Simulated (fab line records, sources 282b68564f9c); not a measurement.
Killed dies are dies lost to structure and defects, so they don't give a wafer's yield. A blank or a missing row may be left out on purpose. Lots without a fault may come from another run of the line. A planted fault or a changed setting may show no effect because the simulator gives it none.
A struck lot beside a sound one | flow rit_cmos | 16 steps out of a route of 202
Sound: wafers L958.2, L958.5, L958.6. Struck: wafers L972.2, L972.3, L972.5. The cause comes at the end.
At each step with rows: each side's tool, then ch and its chambers, then its first start. Under that, the readings that differ: sound wafers | struck wafers | difference of the means | sigmas: that difference in standard deviations of wafers without a fault.
alike: readings whose means differ by less than 2 such deviations, and words and numbers that are the same on both sides. not compared: withheld readings, readings that some wafer has no value for, bounds like >300 that may hide the same value, and numbers for which the record gives no deviation and whose values overlap.
The two part at a step that has a row with sigmas, a row that says differs or no value, or rows on one side only. Numbers that don't overlap but have no deviation are shown without sigmas and don't part them. A reading that every wafer of one side lacks parts them only if that side has two wafers or more.

first, 4 steps without rows for these wafers: RIT_PLDD_SOFTBAKE_02 (time 58.53 s); RIT_PLDD_EXPOSE_03 (exposes mask M8, target cd 40900 nm); RIT_PLDD_PEB_04; RIT_PLDD_DEVELOP_05 (develop time 50 s).
RIT_PLDD_OVL_MEAS_06:
  sound on overlay-01, day 4 11:02; struck on overlay-01, day 7 02:35
  alike: PLDD_OVL
then, 2 steps without rows for these wafers: RIT_PLDD_HARDBAKE_07 (time 60 s); RIT_PLDD_IMPLANT_08.
RIT_PLDD_STRIP_09: strips in O2, time 180 s.
  sound on plasma_asher-02 ch 0,1, day 4 11:22; struck on plasma_asher-02 ch 0, day 7 02:55
  alike: drypump_motor_current_A
  not compared: rf_hours_counter_h
RIT_PLDD_TW_MEAS_10:
  sound on film_metro-03, day 4 11:32; struck on film_metro-02, day 7 03:07
  alike: PLDD_TW
then, 3 steps without rows for these wafers: RIT_SPACER_CLEAN_00 (cleans in SC1, time 600 s); RIT_SPACER_CLEAN_01 (cleans in dHF, time 30 s); RIT_SPACER_CLEAN_02 (cleans in SC2, time 600 s).
RIT_SPACER_CVD_03: deposits Si3N4 from SiH2Cl2/NH3, target thk 250 nm, time 3300 s.
  sound on lpcvd-02 ch 0, day 4 11:59; struck on lpcvd-02 ch 0, day 7 03:31
  reading                                  | sound           | struck          | difference | sigmas
  model.Si3N4_of_SPACER_CVD_03.thk_nm (nm) | 255 254.1 255.5 | 485.6 484 484.1 | +229.7     |
  alike: spike_tc_load_C
RIT_SPACER_THK_MEAS_04:
  sound on film_metro-04, day 4 13:55; struck on film_metro-02, day 7 05:27
  reading                 | sound             | struck            | difference | sigmas
  SPACER_NITRIDE_THK (nm) | 254.9 254.1 255.6 | 485.9 484.3 484.2 | +229.9     | +99 or more
RIT_SPACER_ETCHBACK_05: etches Si3N4 in SF6/CHF3, stops on SiO2, target depth 250 nm, time 240 s.
  sound on rie_diel-04 ch 0,1, day 4 13:58; struck on rie_diel-01 ch 0,1,2, day 7 05:30
  reading                                  | sound             | struck            | difference | sigmas
  oes_product_au (a.u.)                    | 0.873 0.838 0.883 | 1.016 0.971 0.999 | +0.131     | +7
  model.Si3N4_of_SPACER_CVD_03.thk_nm (nm) | 200.7 201.6 201.3 | 381.4 380.9 380   | +179.6     |
  model.etch.depth_nm (nm)                 | 255 254.1 255.5   | 310.3 308.2 310.9 | +54.9      |
  alike: drypump_motor_current_A, throttle_valve_pct
  not compared: rf_hours_counter_h
RIT_M1_PROBE_99:
  sound on prober-02, day 5 01:03; struck on prober-02, day 7 16:43
  reading             | sound   | struck      | difference | sigmas
  killed_at_front_end | 16 6 13 | 264 264 264 | +252       | +79
  killed_dies         | 16 6 13 | 264 264 264 | +252       | +79
  killed_on_rim       | 3 1 3   | 70 70 70    | +68        | +45
  alike: killed_at_contacts, killed_open, killed_short

WHERE THEY PART
First at RIT_SPACER_THK_MEAS_04; last, within this record, at RIT_M1_PROBE_99.

WHY: what the simulator had put in
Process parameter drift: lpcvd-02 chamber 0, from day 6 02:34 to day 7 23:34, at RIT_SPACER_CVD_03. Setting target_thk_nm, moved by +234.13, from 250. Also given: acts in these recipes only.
